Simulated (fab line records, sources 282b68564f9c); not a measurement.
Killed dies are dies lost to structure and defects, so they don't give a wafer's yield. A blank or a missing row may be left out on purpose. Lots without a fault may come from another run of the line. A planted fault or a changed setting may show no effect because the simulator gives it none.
A struck lot beside a sound one | flow rit_cmos | 19 steps out of a route of 202
Sound: wafers L196.4, L196.5, L196.6. Struck: wafers L214.2, L214.4, L214.5. The cause comes at the end.
At each step with rows: each side's tool, then ch and its chambers, then its first start. Under that, the readings that differ: sound wafers | struck wafers | difference of the means | sigmas: that difference in standard deviations of wafers without a fault.
alike: readings whose means differ by less than 2 such deviations, and words and numbers that are the same on both sides. not compared: withheld readings, readings that some wafer has no value for, bounds like >300 that may hide the same value, and numbers for which the record gives no deviation and whose values overlap.
The two part at a step that has a row with sigmas, a row that says differs or no value, or rows on one side only. Numbers that don't overlap but have no deviation are shown without sigmas and don't part them. A reading that every wafer of one side lacks parts them only if that side has two wafers or more.

first, 1 step without rows for these wafers: RIT_GATE_CLEAN_04 (cleans in dHF, time 60 s).
RIT_FOX2_THK_MEAS_91:
  sound on film_metro-03, day 3 05:58; struck on film_metro-01, day 7 01:46
  alike: FIELD_OXIDE_LEFT_2_THK
then, 2 steps without rows for these wafers: RIT_GATE_OXIDATION_05 (target thk 3 nm, ox time 270 s); RIT_GATE_ANNEAL_06 (time 600 s).
RIT_GATE_THK_MEAS_07:
  sound on film_metro-03, day 3 07:28; struck on film_metro-01, day 7 04:22
  alike: GATE_OXIDE_THK
then, 1 step without rows for these wafers: RIT_GATE_CVD_08 (deposits poly-Si from SiH4, target thk 250 nm, time 2220 s).
RIT_GATE_THK_MEAS_09:
  sound on film_metro-03, day 3 09:56; struck on film_metro-01, day 7 06:10
  alike: GATE_POLY_THK
then, 5 steps without rows for these wafers: RIT_GATE_HMDS_10 (prime time 60 s); RIT_GATE_COAT_11 (resist thk 850 nm); RIT_GATE_SOFTBAKE_12 (time 60 s); RIT_GATE_EXPOSE_13 (exposes mask M6, target cd 150 nm); RIT_GATE_PEB_14.
RIT_GATE_DEVELOP_15: develop time 50 s.
  sound on litho_track-02 ch 0, day 3 10:00; struck on litho_track-04 ch 0, day 7 06:00
  reading              | sound             | struck            | difference | sigmas
  developer_temp_C (C) | 23.16 22.97 23.00 | 25.33 25.34 25.43 | +2.32      | +24
RIT_GATE_CD_MEAS_16: target cd 150 nm.
  sound on cd_sem-01, day 3 11:01; struck on cd_sem-01, day 7 07:05
  alike: cd_nm
RIT_GATE_OVL_MEAS_17:
  sound on overlay-02, day 3 11:05; struck on overlay-01, day 7 07:11
  alike: GATE_OVL
then, 1 step without rows for these wafers: RIT_GATE_HARDBAKE_18 (time 60 s).
RIT_GATE_ETCH_19: etches poly-Si in SF6/CHF3/O2, stops on SiO2, time 165 s, target depth 312.5 nm.
  sound on rie_si-02 ch 0,1,2, day 3 11:16; struck on rie_si-02 ch 0,1,2, day 7 07:22
  reading               | sound           | struck            | difference | sigmas
  model.GATE.cd_nm (nm) | 153.1 153 154.9 | 157.8 157.5 159.7 | +4.7       |
  alike: drypump_motor_current_A, oes_product_au, throttle_valve_pct
  not compared: rf_hours_counter_h
RIT_GATE_STRIP_20: strips in O2, time 180 s.
  sound on plasma_asher-03 ch 0,1, day 3 11:25; struck on plasma_asher-03 ch 0, day 7 07:28
  alike: drypump_motor_current_A, rf_refl_power_W
  not compared: rf_hours_counter_h
RIT_M1_PROBE_99:
  sound on prober-02, day 4 08:08; struck on prober-02, day 8 04:08
  reading                             | sound             | struck            | difference | sigmas
  killed_at_contacts                  | 1 1 1             | 0 0 0             | -1         | -3
  model.etest.pmos_0p15.r_on_ohm_um   | 2965 2975 3007    | 2959 2942 2928    | -39        |
  model.etest.pmos_turned.r_on_ohm_um | 3736 3778 3797    | 3672 3612 3577    | -150       |
  model.etest.nmos_0p3.r_on_ohm_um    | 2204 2200 2230    | 2292 2265 2249    | +57        |
  model.etest.npoly_line.line_ohm_um  | 163.7 165.3 158.7 | 154.7 156.9 154.2 | -7.3       |
  alike: killed_at_front_end, killed_dies, killed_open, killed_short
  not compared: model.etest.pmos_0p3.r_on_ohm_um, model.etest.nmos_0p15.r_on_ohm_um, model.etest.nmos_0p15.drive_ua_um, model.etest.pmos_0p15.drive_ua_um

WHERE THEY PART
First at RIT_GATE_DEVELOP_15; last, within this record, at RIT_M1_PROBE_99.

WHY: what the simulator had put in
Process parameter drift: litho_track-04, from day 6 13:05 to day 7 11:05, at RIT_GATE_DEVELOP_15. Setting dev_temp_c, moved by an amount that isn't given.
